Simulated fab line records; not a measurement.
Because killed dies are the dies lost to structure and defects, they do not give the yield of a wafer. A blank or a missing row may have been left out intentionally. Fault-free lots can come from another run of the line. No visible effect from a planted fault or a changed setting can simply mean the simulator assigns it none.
fab line records	flow berkeley-cmos170
[record] lots = 16	wafers = 48	last-day = 13
route steps=331 shown SILICIDE@214 CONTACT@224 M2@278 V2@292
lots that met no fault: from a run of the same line without faults
start-h: hours from the record's first day to the start of the lot's first wafer shown	wait-h: how many hours have passed since the lot's step before this one	" repeats the value in the row above	L1.1+2: one row covering several wafers at once	- no value, or no start given	* or withheld: withheld	< > ~ a bound
route shown NAME@n: names a module that has steps shown in the file, with the first one's number in the route	usual: the fault-free wafers' mean and standard deviation	same: alike in all rows	chamber/n: place in a boat	sites: the reading at each site	_std_site: the standard deviation of these	_edge_site: the outer-site mean with the inner-site mean subtracted	radius-mm: how far each site lies from the wafer's centre	mask NAME#n: copy n	behind: the tool/chamber that last shaped the wafer	hold: the reason the lot was held/the length of the hold in hours/how it ended	device: the transistor (n, p or np) that didn't switch	end of line: the route-end tests of the same wafers	for a step that has no rows: nothing shown but its recipe	killed: not the wafer's yield, but the dies lost to structure and defects at the first sort	map: the dies of a wafer, with x for killed, . for not killed, _ for no die there
set.NAME: the setting as run; set.NAME@STEP: as run at that earlier step	model.NAME: the simulator's own value behind a step, which no gauge read
one table for each step of the route and one row for each wafer, over a sample of lots
services: the hour from which a tool's chamber was out of use, counted from the record's first day as start-h (under 0 if before that day), plus the number of hours and why
[[steps]]
[step UCB170_SILICIDE_RTA_04]
[recipe] temp-c = 650	time-s = 15	ambient = N2
[usual] lamp-power-pct = 10.24/0.07	wafer_temp_C_max = 652.9/0.76
lot.wafer	tool	chamber	start-h	wait-h	lamp-power-pct	wafer_temp_C_max
L927.1	rtp-anneal-02	0	178.90	0.1	10.31	652.9
L927.3	"	0	"	"	10.28	652.9
L927.5	"	0	"	"	10.29	653.5
L926.1	rtp-anneal-02	0	179.40	0.1	10.29	653.6
L926.4	"	0	"	"	10.30	652.6
L926.6	"	0	"	"	10.31	651.8
L928.1	rtp-anneal-02	0	182.99	0.1	10.30	653.3
L928.3	"	0	"	"	10.31	652.6
L928.5	"	0	"	"	10.30	652.4
L931.1	rtp-anneal-02	0	193.30	0.1	10.29	652.9
L931.2	"	0	"	"	10.28	653.3
L931.6	"	0	"	"	10.31	653.2
L929.4	rtp-anneal-02	0	193.65	0.1	10.30	653.7
L929.5	"	0	"	"	10.30	653.9
L929.6	"	0	"	"	10.30	653.2
L930.1	rtp-anneal-02	0	193.80	0.1	10.30	653.4
L930.4	"	0	"	"	10.29	653.0
L930.5	"	0	"	"	10.29	653.6
L933.2	rtp-anneal-01	0	207.73	0.1	10.16	652.0
L933.5	"	0	"	"	10.15	652.0
L933.6	"	0	"	"	10.16	651.8
L935.1	rtp-anneal-02	0	207.79	0.1	10.32	653.2
L935.3	"	0	"	"	10.30	654.1
L935.6	"	0	"	"	10.30	653.8
L934.2	rtp-anneal-01	0	207.94	0.1	10.15	652.4
L934.5	"	0	"	"	10.18	652.9
L934.6	"	0	"	"	10.16	653.5
L936.2	rtp-anneal-02	0	218.53	0.1	10.31	652.9
L936.4	"	0	"	"	10.30	652.8
L936.6	"	0	"	"	10.30	653.6
L938.1	rtp-anneal-01	0	229.97	0.1	10.15	652.8
L938.5	"	0	"	"	10.17	652.8
L938.6	"	0	"	"	10.14	652.4
L941.1	rtp-anneal-01	0	238.42	0.1	10.15	653.2
L941.5	"	0	"	"	10.16	651.9
L941.6	"	0	"	"	10.15	652.2
L940.1	rtp-anneal-02	0	238.45	0.1	10.30	654.0
L940.3	"	0	"	"	10.29	654.0
L940.6	"	0	"	"	10.30	653.4
L943.1	rtp-anneal-01	0	259.21	0.1	10.16	651.6
L943.2	"	0	"	"	10.15	652.1
L943.6	"	0	"	"	10.16	653.2
L947.1	rtp-anneal-02	0	281.33	0.1	10.30	652.8
L947.2	"	0	"	"	10.29	653.4
L947.3	"	0	"	"	10.30	653.4
L949.3	rtp-anneal-01	0	289.36	0.1	10.14	651.9
L949.5	"	0	"	"	10.16	651.9
L949.6	"	0	"	"	10.16	652.9
[step UCB170_CONTACT_RTA_08]
[recipe] temp-c = 900	time-s = 10	ambient = N2
[usual] lamp-power-pct = 23.90/0.16	wafer_temp_C_max = 904.0/0.94
lot.wafer	tool	chamber	start-h	wait-h	lamp-power-pct	wafer_temp_C_max
L927.1	rtp-anneal-02	0	182.40	0.0	24.07	904.4
L927.3	"	0	"	"	24.05	904.9
L927.5	"	0	"	"	24.00	904.7
L926.1	rtp-anneal-02	0	182.62	0.0	24.00	904.1
L926.4	"	0	"	"	24.06	903.7
L926.6	"	0	"	"	24.01	906.5
L928.1	rtp-anneal-02	0	188.93	0.0	24.04	903.6
L928.3	"	0	"	"	24.03	904.5
L928.5	"	0	"	"	24.00	904.4
L929.4	rtp-anneal-02	0	197.22	0.1	24.03	904.6
L929.5	"	0	"	"	24.05	903.2
L929.6	"	0	"	"	24.03	904.8
L931.1	rtp-anneal-02	0	197.47	0.0	24.01	904.4
L931.2	"	0	"	"	24.01	906.2
L931.6	"	0	"	"	24.04	905.1
L930.1	rtp-anneal-01	0	198.89	0.0	23.67	902.6
L930.4	"	0	"	"	23.66	902.9
L930.5	"	0	"	"	23.69	904.4
L933.2	rtp-anneal-02	0	210.62	0.0	24.01	903.9
L933.5	"	0	"	"	24.02	903.0
L933.6	"	0	"	"	24.03	902.9
L934.2	rtp-anneal-01	0	213.41	0.0	23.76	902.6
L934.5	"	0	"	"	23.68	903.7
L934.6	"	0	"	"	23.69	902.3
L935.1	rtp-anneal-02	0	213.57	0.0	24.00	904.9
L935.3	"	0	"	"	24.04	904.7
L935.6	"	0	"	"	24.02	904.1
L936.2	rtp-anneal-02	0	221.93	0.0	24.02	903.9
L936.4	"	0	"	"	24.01	905.2
L936.6	"	0	"	"	24.02	905.4
L938.1	rtp-anneal-01	0	235.00	0.0	23.69	902.7
L938.5	"	0	"	"	23.67	901.9
L938.6	"	0	"	"	23.69	902.8
L940.1	rtp-anneal-01	0	243.43	0.0	23.71	903.6
L940.3	"	0	"	"	23.68	903.0
L940.6	"	0	"	"	23.70	903.2
L941.1	rtp-anneal-02	0	243.43	0.0	24.02	902.9
L941.5	"	0	"	"	23.99	902.7
L941.6	"	0	"	"	23.99	905.2
L943.1	rtp-anneal-02	0	262.35	0.0	24.03	904.4
L943.2	"	0	"	"	24.01	904.6
L943.6	"	0	"	"	24.03	903.1
L947.1	rtp-anneal-01	0	284.95	0.0	23.70	903.6
L947.2	"	0	"	"	23.70	903.3
L947.3	"	0	"	"	23.71	903.4
L949.3	rtp-anneal-02	0	294.60	0.0	24.03	904.7
L949.5	"	0	"	"	24.03	903.6
L949.6	"	0	"	"	24.00	904.3
[step UCB170_M2_STRIP_07]
[recipe] chemistry = O2	power-w = 400	pressure-mtorr = 3500	platen-temp-c = withheld	o2-flow-sccm = 400	overash-fraction = 0.5
[usual] drypump-motor-current-A = 5.6/0.31	oes-product-au = 0.735/0.0045	strip-time-to-endpoint-s = 21.97/0.066
lot.wafer	tool	chamber	start-h	wait-h	drypump-motor-current-A	oes-product-au	rf-hours-counter-h	strip-time-to-endpoint-s
L927.1	plasma-asher-01	1	193.95	0.1	6.3	0.733	47	22.08
L927.3	"	0	"	"	5.6	0.732	-	21.99
L927.5	"	1	"	"	6.3	0.736	-	22.03
L926.1	plasma-asher-04	0	194.28	0.1	5.9	0.738	9	22.01
L926.4	"	0	"	"	5.9	0.727	-	22.06
L926.6	"	1	"	"	5.7	0.733	-	21.99
L928.1	plasma-asher-03	1	199.85	0.1	5.5	0.738	41	21.95
L928.3	"	0	"	"	5.2	0.733	-	21.88
L928.5	"	1	"	"	5.5	0.735	-	21.88
L929.4	plasma-asher-04	0	206.02	0.1	5.9	0.734	-	22.03
L929.5	"	0	"	"	5.9	0.735	-	21.96
L929.6	"	1	"	"	5.7	0.738	-	22.00
L931.1	plasma-asher-04	0	207.46	0.1	5.9	0.734	11	22.00
L931.2	"	1	"	"	5.7	0.738	11	21.95
L931.6	"	0	"	"	5.9	0.740	-	22.00
L930.1	plasma-asher-03	0	209.06	0.1	5.2	0.734	42	21.99
L930.4	"	1	"	"	5.5	0.737	-	21.93
L930.5	"	1	"	"	5.5	0.730	-	22.02
L933.2	plasma-asher-01	0	219.32	0.1	5.6	0.733	50	21.99
L933.5	"	0	"	"	5.6	0.740	-	22.03
L933.6	"	1	"	"	6.3	0.733	-	22.00
L934.2	plasma-asher-04	0	222.38	0.1	5.9	0.737	13	21.89
L934.5	"	0	"	"	5.9	0.736	-	21.92
L934.6	"	1	"	"	5.7	0.737	-	21.92
L935.1	plasma-asher-03	1	224.07	0.1	5.5	0.740	44	22.07
L935.3	"	0	"	"	5.2	0.739	-	22.09
L935.6	"	1	"	"	5.5	0.737	-	22.07
L936.2	plasma-asher-01	1	231.63	0.1	6.2	0.732	52	22.06
L936.4	"	1	"	"	6.2	0.739	-	22.05
L936.6	"	1	"	"	6.2	0.738	-	21.98
L938.1	plasma-asher-04	1	245.15	0.1	5.7	0.734	15	21.99
L938.5	"	1	"	"	5.7	0.738	-	21.99
L938.6	"	0	"	"	6.0	0.744	-	21.95
L941.1	plasma-asher-04	0	252.70	0.1	5.9	0.724	16	21.86
L941.5	"	0	"	"	5.9	0.738	-	21.90
L941.6	"	1	"	"	5.7	0.728	-	21.89
L940.1	plasma-asher-01	0	254.70	0.1	5.6	0.737	54	21.93
L940.3	"	0	"	"	5.6	0.734	-	21.92
L940.6	"	1	"	"	6.3	0.733	-	21.99
L943.1	plasma-asher-03	0	270.49	0.1	5.2	0.733	49	22.01
L943.2	"	1	"	"	5.5	0.730	49	21.88
L943.6	"	1	"	"	5.5	0.736	-	21.96
L947.1	plasma-asher-03	0	294.64	0.1	5.2	0.728	52	21.87
L947.2	"	1	"	"	5.4	0.738	52	21.88
L947.3	"	1	"	"	5.5	0.733	-	21.80
L949.3	plasma-asher-03	0	303.68	0.1	5.2	0.731	-	21.98
L949.5	"	0	"	"	5.2	0.733	-	22.01
L949.6	"	1	"	"	5.5	0.738	-	22.01
[step UCB170_V2_CVD_00]
[recipe] material = SiO2	target-thk-nm = 2000	temp-c = 390	precursor = TEOS/O2	time-s = 250	rf-w = 550	pressure-mtorr = 9000
[usual] heater-power-w = 237/67
lot.wafer	tool	chamber	start-h	wait-h	heater-power-w	since-wet-clean-h
L927.1	pecvd-01	1	195.93	0.1	305	381
L927.3	"	0	"	"	143	381
L927.5	"	1	"	"	210	-
L926.1	pecvd-03	1	196.33	0.1	244	47
L926.4	"	2	"	"	151	-
L926.6	"	0	"	"	234	-
L928.1	pecvd-04	1	202.27	0.1	396	174
L928.3	"	2	"	"	245	174
L928.5	"	2	"	"	306	-
L929.4	pecvd-01	0	208.08	0.1	124	-
L929.5	"	1	"	"	212	-
L929.6	"	2	"	"	131	-
L931.1	pecvd-04	1	209.40	0.1	294	181
L931.2	"	2	"	"	285	181
L931.6	"	0	"	"	240	-
L930.1	pecvd-03	2	210.97	0.1	171	62
L930.4	"	1	"	"	162	-
L930.5	"	0	"	"	228	-
L933.2	pecvd-03	2	221.23	0.1	203	72
L933.5	"	0	"	"	233	-
L933.6	"	1	"	"	159	-
L934.2	pecvd-04	0	224.78	0.1	321	196
L934.5	"	0	"	"	246	-
L934.6	"	1	"	"	290	-
L935.1	pecvd-03	0	226.16	0.1	332	77
L935.3	"	1	"	"	225	77
L935.6	"	2	"	"	152	-
L936.2	pecvd-03	0	237.33	0.1	315	88
L936.4	"	0	"	"	235	-
L936.6	"	2	"	"	149	-
L938.1	pecvd-03	2	247.49	0.1	222	98
L938.5	"	0	"	"	317	-
L938.6	"	2	"	"	148	-
L941.1	pecvd-03	2	255.80	0.1	226	106
L941.5	"	2	"	"	148	-
L941.6	"	0	"	"	327	-
L940.1	pecvd-01	2	256.98	0.1	198	1
L940.3	"	0	"	"	199	-
L940.6	"	0	"	"	132	-
L943.1	pecvd-01	2	272.61	0.1	154	16
L943.2	"	1	"	"	273	16
L943.6	"	0	"	"	138	-
L947.1	pecvd-04	2	296.74	0.1	315	268
L947.2	"	1	"	"	295	268
L947.3	"	0	"	"	284	268
L949.3	pecvd-04	2	306.04	0.1	325	278
L949.5	"	1	"	"	281	-
L949.6	"	0	"	"	239	-
[step UCB170_V2_THK_MEAS_01]
[recipe] reads = SiO2_of_V2_CVD_00
[usual] V2_TEOS_THK = 1992/27
lot.wafer	tool	chamber	start-h	wait-h	V2_TEOS_THK[nm]
L927.1	film-metro-02	-	196.08	0.1	1994
L927.3	"	-	"	"	1957
L927.5	"	-	"	"	2063
L926.1	film-metro-03	-	196.48	0.1	1958
L926.4	"	-	"	"	1987
L926.6	"	-	"	"	1986
L928.1	film-metro-01	-	202.43	0.1	1974
L928.3	"	-	"	"	1976
L928.5	"	-	"	"	2026
L929.4	film-metro-01	-	208.19	0.0	1961
L929.5	"	-	"	"	2012
L929.6	"	-	"	"	1959
L931.1	film-metro-02	-	209.56	0.1	1980
L931.2	"	-	"	"	1996
L931.6	"	-	"	"	1989
L930.1	film-metro-03	-	211.13	0.1	1978
L930.4	"	-	"	"	2000
L930.5	"	-	"	"	1988
L933.2	film-metro-01	-	221.40	0.1	1965
L933.5	"	-	"	"	1995
L933.6	"	-	"	"	2014
L934.2	film-metro-02	-	224.95	0.1	1932
L934.5	"	-	"	"	1980
L934.6	"	-	"	"	1971
L935.1	film-metro-03	-	226.32	0.1	1988
L935.3	"	-	"	"	1982
L935.6	"	-	"	"	1733
L936.2	film-metro-02	-	237.49	0.1	1982
L936.4	"	-	"	"	2020
L936.6	"	-	"	"	1754
L938.1	film-metro-02	-	247.65	0.1	1741
L938.5	"	-	"	"	2048
L938.6	"	-	"	"	1753
L941.1	film-metro-03	-	255.96	0.1	1738
L941.5	"	-	"	"	1774
L941.6	"	-	"	"	2050
L940.1	film-metro-03	-	257.21	0.2	1963
L940.3	"	-	"	"	1990
L940.6	"	-	"	"	1981
L943.1	film-metro-02	-	272.77	0.1	1986
L943.2	"	-	"	"	2004
L943.6	"	-	"	"	2034
L947.1	film-metro-02	-	296.89	0.1	2006
L947.2	"	-	"	"	1997
L947.3	"	-	"	"	1980
L949.3	film-metro-03	-	306.22	0.1	1983
L949.5	"	-	"	"	2008
L949.6	"	-	"	"	1966
[step UCB170_V2_THK_MEAS_04]
[recipe] reads = SiO2_of_V2_CVD_00
[usual] V2_POLISHED_THK = 999.4/1.2
lot.wafer	tool	chamber	start-h	wait-h	V2_POLISHED_THK[nm]
L927.1	film-metro-01	-	196.56	0.1	998.4
L927.3	"	-	"	"	999.7
L927.5	"	-	"	"	998.5
L926.1	film-metro-03	-	196.96	0.1	998.5
L926.4	"	-	"	"	999.4
L926.6	"	-	"	"	999.3
L928.1	film-metro-03	-	202.91	0.1	998.0
L928.3	"	-	"	"	997.7
L928.5	"	-	"	"	997.8
L929.4	film-metro-01	-	208.67	0.1	999.4
L929.5	"	-	"	"	999.3
L929.6	"	-	"	"	998.0
L931.1	film-metro-03	-	210.04	0.1	999.1
L931.2	"	-	"	"	997.5
L931.6	"	-	"	"	998.5
L930.1	film-metro-01	-	211.61	0.1	999.1
L930.4	"	-	"	"	997.8
L930.5	"	-	"	"	998.4
L933.2	film-metro-03	-	221.88	0.1	998.8
L933.5	"	-	"	"	997.8
L933.6	"	-	"	"	998.4
L934.2	film-metro-01	-	225.43	0.1	999.7
L934.5	"	-	"	"	999.6
L934.6	"	-	"	"	997.6
L935.1	film-metro-02	-	226.80	0.1	997.8
L935.3	"	-	"	"	1000.2
L935.6	"	-	"	"	745.4
L936.2	film-metro-03	-	237.97	0.1	998.9
L936.4	"	-	"	"	998.8
L936.6	"	-	"	"	744.8
L938.1	film-metro-02	-	248.13	0.1	743.4
L938.5	"	-	"	"	999.1
L938.6	"	-	"	"	744.9
L941.1	film-metro-03	-	256.44	0.1	742.7
L941.5	"	-	"	"	740.6
L941.6	"	-	"	"	1001.9
L940.1	film-metro-03	-	257.69	0.1	999.0
L940.3	"	-	"	"	1001.1
L940.6	"	-	"	"	1000.8
L943.1	film-metro-01	-	273.25	0.1	997.5
L943.2	"	-	"	"	999.3
L943.6	"	-	"	"	999.4
L947.1	film-metro-03	-	297.37	0.1	998.6
L947.2	"	-	"	"	1002.9
L947.3	"	-	"	"	999.1
L949.3	film-metro-03	-	306.70	0.1	1000.8
L949.5	"	-	"	"	999.3
L949.6	"	-	"	"	1000.4
[step UCB170_V2_ETCH_14]
[recipe] chemistry = CHF3/CF4/Ar	target = SiO2	stop-on = Al	CHF3_flow_sccm = 45	cf4-flow-sccm = 15	Ar_flow_sccm = 150	pressure-mtorr = 200	rf-w = 700	target-depth-a = 12500	over-etch-frac = 0.25	time-s = 291
[usual] drypump-motor-current-A = 5.66/0.26	oes-product-au = 0.868/0.015	throttle-valve-pct = 7.03/0.11
lot.wafer	tool	chamber	start-h	wait-h	drypump-motor-current-A	oes-product-au	rf-hours-counter-h	throttle-valve-pct
L927.1	rie-diel-04	1	197.87	0.0	5.91	0.861	1	7.02
L927.3	"	3	"	"	5.48	0.836	3	7.10
L927.5	"	3	"	"	5.44	0.850	-	7.11
L926.1	rie-diel-04	0	198.87	0.0	5.36	0.868	76	7.00
L926.4	"	2	"	"	5.89	0.868	21	7.07
L926.6	"	1	"	"	5.93	0.859	-	7.03
L928.1	rie-diel-01	0	204.27	0.0	5.58	0.875	5	7.00
L928.3	"	2	"	"	5.95	0.857	21	7.20
L928.5	"	2	"	"	5.94	0.859	-	7.20
L929.4	rie-diel-04	3	210.05	0.0	5.44	0.844	4	7.11
L929.5	"	1	"	"	5.96	0.862	-	7.03
L929.6	"	0	"	"	5.35	0.877	-	7.00
L931.1	rie-diel-03	2	211.45	0.0	5.39	0.871	60	7.00
L931.2	"	3	"	"	5.89	0.886	20	6.96
L931.6	"	0	"	"	5.81	0.871	-	7.01
L930.1	rie-diel-03	2	212.84	0.0	5.39	0.869	60	7.01
L930.4	"	0	"	"	5.82	0.884	19	6.99
L930.5	"	3	"	"	5.91	0.881	-	6.96
L933.2	rie-diel-01	0	223.77	0.0	5.58	0.867	6	7.00
L933.5	"	2	"	"	5.95	0.856	-	7.22
L933.6	"	1	"	"	5.29	0.893	-	7.19
L934.2	rie-diel-04	1	226.93	0.0	5.94	0.853	3	7.03
L934.5	"	1	"	"	5.95	0.861	-	7.04
L934.6	"	0	"	"	5.34	0.872	-	7.00
L935.1	rie-diel-03	0	228.99	0.0	5.82	0.873	20	7.00
L935.3	"	3	"	"	5.89	0.879	21	6.95
L935.6	"	1	"	"	5.92	0.733	-	6.93
L936.2	rie-diel-01	2	239.21	0.0	5.95	0.852	23	7.21
L936.4	"	1	"	"	5.32	0.899	8	7.19
L936.6	"	3	"	"	5.44	0.764	-	6.73
L938.1	rie-diel-03	3	249.50	0.0	5.89	0.750	22	6.94
L938.5	"	3	"	"	5.90	0.880	-	6.95
L938.6	"	2	"	"	5.39	0.742	-	6.99
L941.1	rie-diel-01	2	258.51	0.0	5.95	0.737	24	7.21
L941.5	"	1	"	"	5.28	0.770	-	7.17
L941.6	"	2	"	"	5.98	0.866	-	7.21
L940.1	rie-diel-04	1	259.05	0.0	5.93	0.854	4	7.03
L940.3	"	2	"	"	5.90	0.864	23	7.07
L940.6	"	1	"	"	5.94	0.860	-	7.01
L943.1	rie-diel-04	0	276.34	0.0	5.34	0.874	80	7.02
L943.2	"	3	"	"	5.47	0.846	7	7.10
L943.6	"	1	"	"	5.94	0.858	-	7.02
L947.1	rie-diel-01	0	298.69	0.0	5.55	0.874	10	7.00
L947.2	"	1	"	"	5.31	0.895	11	7.19
L947.3	"	2	"	"	5.92	0.865	26	7.23
L949.3	rie-diel-04	3	308.24	0.0	5.45	0.847	9	7.11
L949.5	"	2	"	"	5.90	0.853	-	7.08
L949.6	"	1	"	"	5.94	0.866	-	7.01
[[services]]
tool	chamber	start-h	hours	kind
plasma-asher-01	-	155.11	5.2	repair
rie-diel-04	2	156.77	3.9	repair
pecvd-03	0	157.36	6.5	repair
rie-diel-04	1	160.64	-	clean
rie-diel-04	1	160.64	16.2	scheduled-down
rie-diel-01	3	162.82	17.8	repair
rie-diel-04	0	164.42	10.6	repair
pecvd-04	-	178.13	0.8	repair
pecvd-04	-	183.84	14.6	pm
pecvd-03	1	191.04	4.3	repair
rtp-anneal-02	-	198.39	3.6	pm
rie-diel-01	-	205.63	1.5	repair
rie-diel-01	2	224.37	6.6	repair
plasma-asher-01	-	225.93	0.7	repair
rie-diel-03	2	232.11	8.2	repair
pecvd-01	-	234.03	1.0	repair
pecvd-01	-	242.50	14.0	pm
pecvd-01	1	246.71	12.0	repair
rie-diel-03	-	257.98	1.7	repair
pecvd-03	0	258.68	9.5	repair
rie-diel-03	-	263.20	0.2	repair
rie-diel-01	-	278.85	2.8	pm
rie-diel-01	-	285.94	0.3	repair
rie-diel-03	0	289.86	19.0	repair
[[key]]
[first-sign] step = UCB170_V2_THK_MEAS_01	reading = V2_TEOS_THK	direction = down	sigmas = 9	usual = 1992	struck = 1749
[effect] step = UCB170_V2_THK_MEAS_04	reading = V2_POLISHED_THK	direction = down	sigmas = 99+	usual = 999.4	struck = 743.6
[effect] step = UCB170_V2_ETCH_14	reading = oes-product-au	direction = down	sigmas = 8.1	usual = 0.868	struck = 0.749
met-at UCB170_V2_CVD_00
struck-lots L935,L936,L938,L941
struck-wafers L935.6,L936.6,L938.1,L938.6,L941.1,L941.5
sort-left-out L935.6,L941.1,L941.5
not-acting-at UCB170_SILICIDE_RTA_04,UCB170_CONTACT_RTA_08,UCB170_M2_STRIP_07
onset-between 221.23 226.16
[fault] kind = site-profile-drift	tool = pecvd-03	chamber = 2	onset-h = 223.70	steps = UCB170_V2_CVD_00	basis = fraction	max-abs-drift = 0.28662	slope-share-per-hr = 143.31	site-pattern = 0,0,0,0,0,-1,-1,-1,-1
// sort-left-out: the simulated sort isn't trusted on such a fault, so these wafers' sort isn't shown, and their yield isn't known
